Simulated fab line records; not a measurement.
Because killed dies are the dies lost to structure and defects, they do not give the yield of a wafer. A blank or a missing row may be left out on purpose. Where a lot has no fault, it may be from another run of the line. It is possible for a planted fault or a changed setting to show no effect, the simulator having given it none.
A struck lot beside a sound one ; flow rit cmos ; 14 out of 202 route steps
Sound: these wafers, L829.1, L829.3, L829.5. Struck: wafers L830.1, L830.2, L830.6. At the end, the cause is stated.
Per side, at each step with rows, come the tool, then ch with its chambers, and then its first start. Under that, the readings that differ: sound wafers ; struck wafers ; difference of the means ; sigmas: that difference in standard deviations of wafers without a fault.
alike: readings with means less than 2 such deviations apart, plus words and numbers identical on both sides. not compared: withheld readings, readings lacking a value on some wafer, bounds such as >300 that could conceal the same value, and numbers that have no deviation in the record and whose values overlap.
The two part at a step that has a row with sigmas, a row that says differs or no value, or rows on one side only. When numbers do not overlap yet have no deviation, they are printed without sigmas and do not part them. Lack of a reading on every wafer of one side parts them only where that side has two or more wafers.

first, 4 steps without rows for these wafers: RIT_NRETRO_SOFTBAKE_02 (time 60 s); RIT_NRETRO_EXPOSE_03 (exposes mask M4, target cd 43900 nm); RIT_NRETRO_PEB_04; RIT_NRETRO_DEVELOP_05 (develop time 68 s).
RIT_NRETRO_OVL_MEAS_06:
  sound on overlay-02, day 4 13:53; struck on overlay-01, day 4 22:07
  alike: NRETRO_OVL
then, 2 steps without rows for these wafers: RIT_NRETRO_HARDBAKE_07 (time 120 s); RIT_NRETRO_IMPLANT_08.
RIT_NRETRO_STRIP_09: strips in O2, time 180 s.
  sound on plasma asher-03 ch 0,1, day 4 14:19; struck on plasma asher-01 ch 0,1, day 4 22:33
  alike: drypump motor current A
  not compared: rf hours counter h
RIT_NRETRO_TW_MEAS_10:
  sound on film metro-03, day 4 14:29; struck on film metro-04, day 4 22:43
reading;sound;struck;difference;sigmas
NRETRO_TW;1066 1073 1077;1047 1047 1053;-23;-3
then, 3 steps without rows for these wafers: RIT_PRETRO_HMDS_00 (prime time 60 s); RIT_PRETRO_COAT_01 (resist thk 1300 nm); RIT_PRETRO_SOFTBAKE_02 (time 60 s).
RIT_PRETRO_EXPOSE_03: exposes mask M5, target cd 43700 nm.
  sound on iline stepper-02 ch 0, day 4 15:07; struck on iline stepper-01, day 4 23:25
  no value came back on the struck wafers for exposure dose mJ cm2, focus offset nm (nm), na; on the sound wafers exposure dose mJ cm2 reads 250.40 250.19 250.37
  alike: mask
then, 1 step without rows for these wafers: RIT_PRETRO_PEB_04.

## WHERE THEY PART
First at RIT_NRETRO_TW_MEAS_10; last, within this record, at RIT_PRETRO_EXPOSE_03.

WHY: whatever the simulator had introduced
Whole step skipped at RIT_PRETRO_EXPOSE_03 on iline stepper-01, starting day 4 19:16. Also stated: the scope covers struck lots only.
